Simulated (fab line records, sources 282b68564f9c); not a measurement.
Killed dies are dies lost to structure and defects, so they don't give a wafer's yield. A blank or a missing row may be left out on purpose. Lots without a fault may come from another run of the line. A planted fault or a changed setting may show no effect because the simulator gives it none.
Which tool did it? | flow rit_cmos | 14 lots, 42 wafers sampled, at 2 steps of a route of 202

WHAT THE GAUGES READ, wafer by wafer
RIT_ACTIVE_THK_MEAS_02. Usual: ACTIVE_OXIDE_THK 46.8 nm, standard deviation 0.79.
lot  | measured    | on            | ACTIVE_OXIDE_THK (nm) | flag
L726 | day 1 17:04 | film_metro-03 | 46.3 46.7 46.2        |
L727 | day 1 22:03 | film_metro-02 | 45.2 44.3 45.1        |
L728 | day 2 03:03 | film_metro-01 | 45.9 46.4 46.6        |
L729 | day 2 08:04 | film_metro-02 | 46.6 46.1 46.2        |
L730 | day 2 13:03 | film_metro-03 | 47.4 47.3 47.7        |
L731 | day 2 18:03 | film_metro-03 | 46.3 46.8 46.1        |
L733 | day 3 04:05 | film_metro-03 | 45.9 45.9 47.3        |
L734 | day 3 09:04 | film_metro-03 | 47.2 46.4 46.4        |
L738 | day 4 05:04 | film_metro-03 | 47.0 46.7 46.8        |
L741 | day 4 21:20 | film_metro-03 | 28.9 28.3 28.7        | OFF
L743 | day 5 07:05 | film_metro-03 | 29.2 29.9 30.6        | OFF
L744 | day 5 11:56 | film_metro-02 | 47.7 47.2 47.8        |
L747 | day 6 03:08 | film_metro-02 | 47.8 48.9 48.0        |
L748 | day 6 07:04 | film_metro-02 | 47.5 48.4 47.8        |

WHICH TOOL RAN EACH LOT (tool, then ch and the chambers of the sampled wafers, then the start)
lot  | RIT_ACTIVE_OXIDATION_01
L726 | furnace-03 ch 0, day 1 15:07
L727 | furnace-03 ch 0, day 1 20:07
L728 | furnace-03 ch 0, day 2 01:07
L729 | furnace-03 ch 0, day 2 06:07
L730 | furnace-04 ch 0, day 2 11:07
L731 | furnace-04 ch 0, day 2 16:07
L733 | furnace-01 ch 0, day 3 02:07
L734 | furnace-03 ch 0, day 3 07:07
L738 | furnace-04 ch 0, day 4 03:07
L741 | furnace-03 ch 0, day 4 19:24
L743 | furnace-03 ch 0, day 5 05:10
L744 | furnace-04 ch 0, day 5 09:59
L747 | furnace-04 ch 0, day 6 01:11
L748 | furnace-01 ch 0, day 6 05:07
- RIT_ACTIVE_OXIDATION_01: target thk 46.8 nm, ox time 3360 s.

WHAT THE TOOLS THEMSELVES READ (means of the sampled wafers that have a number; where no wafer has one, the mark that the record gives instead)
RIT_ACTIVE_OXIDATION_01. Usual: tube_center_temp_C_max 1002.6, standard deviation 0.48.
lot  | tool       | tube_center_temp_C_max | flag
L726 | furnace-03 | 1002.9                 |
L727 | furnace-03 | 1002.9                 |
L728 | furnace-03 | 1002.2                 |
L729 | furnace-03 | 1002.5                 |
L730 | furnace-04 | 1002.4                 |
L731 | furnace-04 | 1002.3                 |
L733 | furnace-01 | 1003.2                 |
L734 | furnace-03 | 1002.6                 |
L738 | furnace-04 | 1003.2                 |
L741 | furnace-03 | 1002.2                 |
L743 | furnace-03 | 1002.3                 |
L744 | furnace-04 | 1002.2                 |
L747 | furnace-04 | 1002.4                 |
L748 | furnace-01 | 1003.1                 |

THE ANSWER, worked out from the rows above alone
Rule: a lot is off if the mean of its wafers that have a number lies more than 3 standard deviations from the usual mean. A lot without any number at a reading at which 4 lots or more have one is off too. The other lots that the step has rows for count as sound. The gauges are gone through in route order, then the tools' own readings, and for those a lot's mean is taken as printed above. The first step at which some lot is off is used, and at that step the reading that is off furthest; a lot without a number counts as furthest.
Off: L741, L743, at RIT_ACTIVE_THK_MEAS_02 (ACTIVE_OXIDE_THK).
A tool fits if, at a process step before that reading, it ran every lot that is off, and no sound lot after the first of them. The gauges at RIT_ACTIVE_THK_MEAS_02 are tried like those tools. Can't be told from this: 2 tools fit, furnace-03 at RIT_ACTIVE_OXIDATION_01, film_metro-03 at RIT_ACTIVE_THK_MEAS_02.

WHAT THE SIMULATOR HAD PUT IN
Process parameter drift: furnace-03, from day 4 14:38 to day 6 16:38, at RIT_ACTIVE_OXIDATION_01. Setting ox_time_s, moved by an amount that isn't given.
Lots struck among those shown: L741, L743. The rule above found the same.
